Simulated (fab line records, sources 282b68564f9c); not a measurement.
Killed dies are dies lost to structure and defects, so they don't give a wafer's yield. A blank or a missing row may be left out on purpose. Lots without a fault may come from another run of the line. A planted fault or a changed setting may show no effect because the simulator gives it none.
A struck lot beside a sound one | flow rit_cmos | 14 steps out of a route of 202
Sound: wafers L141.2, L141.4, L141.5. Struck: wafer L158.1. (L158.3, L158.6 of the same lot were not struck and are left out.) The cause comes at the end.
At each step with rows: each side's tool, then ch and its chambers, then its first start. Under that, the readings that differ: sound wafers | struck wafers | difference of the means | sigmas: that difference in standard deviations of wafers without a fault.
alike: readings whose means differ by less than 2 such deviations, and words and numbers that are the same on both sides. not compared: withheld readings, readings that some wafer has no value for, bounds like >300 that may hide the same value, and numbers for which the record gives no deviation and whose values overlap.
The two part at a step that has a row with sigmas, a row that says differs or no value, or rows on one side only. Numbers that don't overlap but have no deviation are shown without sigmas and don't part them. A reading that every wafer of one side lacks parts them only if that side has two wafers or more.

first, 2 steps without rows for these wafers: RIT_PLDD_PEB_04; RIT_PLDD_DEVELOP_05 (develop time 50 s).
RIT_PLDD_OVL_MEAS_06:
  sound on overlay-02, day 3 00:22; struck on overlay-02, day 6 13:29
  alike: PLDD_OVL
then, 2 steps without rows for these wafers: RIT_PLDD_HARDBAKE_07 (time 60 s); RIT_PLDD_IMPLANT_08.
RIT_PLDD_STRIP_09: strips in O2, time 180 s.
  sound on plasma_asher-02 ch 0,1, day 3 00:42; struck on plasma_asher-01 ch 1, day 6 13:49
  alike: drypump_motor_current_A
  not compared: rf_hours_counter_h
RIT_PLDD_TW_MEAS_10:
  sound on film_metro-01, day 3 00:53; struck on film_metro-01, day 6 13:59
  alike: PLDD_TW
then, 4 steps without rows for these wafers: RIT_SPACER_CLEAN_00 (cleans in SC1, time 600 s); RIT_SPACER_CLEAN_01 (cleans in dHF, time 30 s); RIT_SPACER_CLEAN_02 (cleans in SC2, time 600 s); RIT_SPACER_CVD_03 (deposits Si3N4 from SiH2Cl2/NH3, target thk 250 nm, time 3300 s).
RIT_SPACER_THK_MEAS_04:
  sound on film_metro-03, day 3 03:14; struck on film_metro-01, day 6 16:21
  alike: SPACER_NITRIDE_THK
RIT_SPACER_ETCHBACK_05: etches Si3N4 in SF6/CHF3, stops on SiO2, target depth 250 nm, time 240 s.
  sound on rie_diel-01 ch 0,1, day 3 03:17; struck on rie_diel-03 ch 3, day 6 16:25
  reading                                  | sound             | struck | difference | sigmas
  oes_product_au (a.u.)                    | 0.828 0.827 0.852 | 1.025  | +0.189     | +15
  run_length_s (s)                         | 268.3 268.3 268.1 | 199.8  | -68.4      | -99 or more
  model.poly-Si_of_GATE_CVD_08.thk_nm (nm) | 169.2 167.4 166.9 | 185.3  | +17.5      |
  model.etch.depth_nm (nm)                 | 252.7 251.5 251.2 | 228.8  | -23.0      |
  model.Si3N4_of_SPACER_CVD_03.thk_nm (nm) | 198.8 197.6 196.4 | 208.5  | +10.9      |
  alike: drypump_motor_current_A, throttle_valve_pct
  not compared: rf_hours_counter_h
then, 1 step without rows for these wafers: RIT_NSD_HMDS_00 (prime time 60 s).

WHERE THEY PART
Only at RIT_SPACER_ETCHBACK_05, within this record.

WHY: what the simulator had put in
Process parameter drift: rie_diel-03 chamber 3, from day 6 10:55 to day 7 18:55, at RIT_SPACER_ETCHBACK_05. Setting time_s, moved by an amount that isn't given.
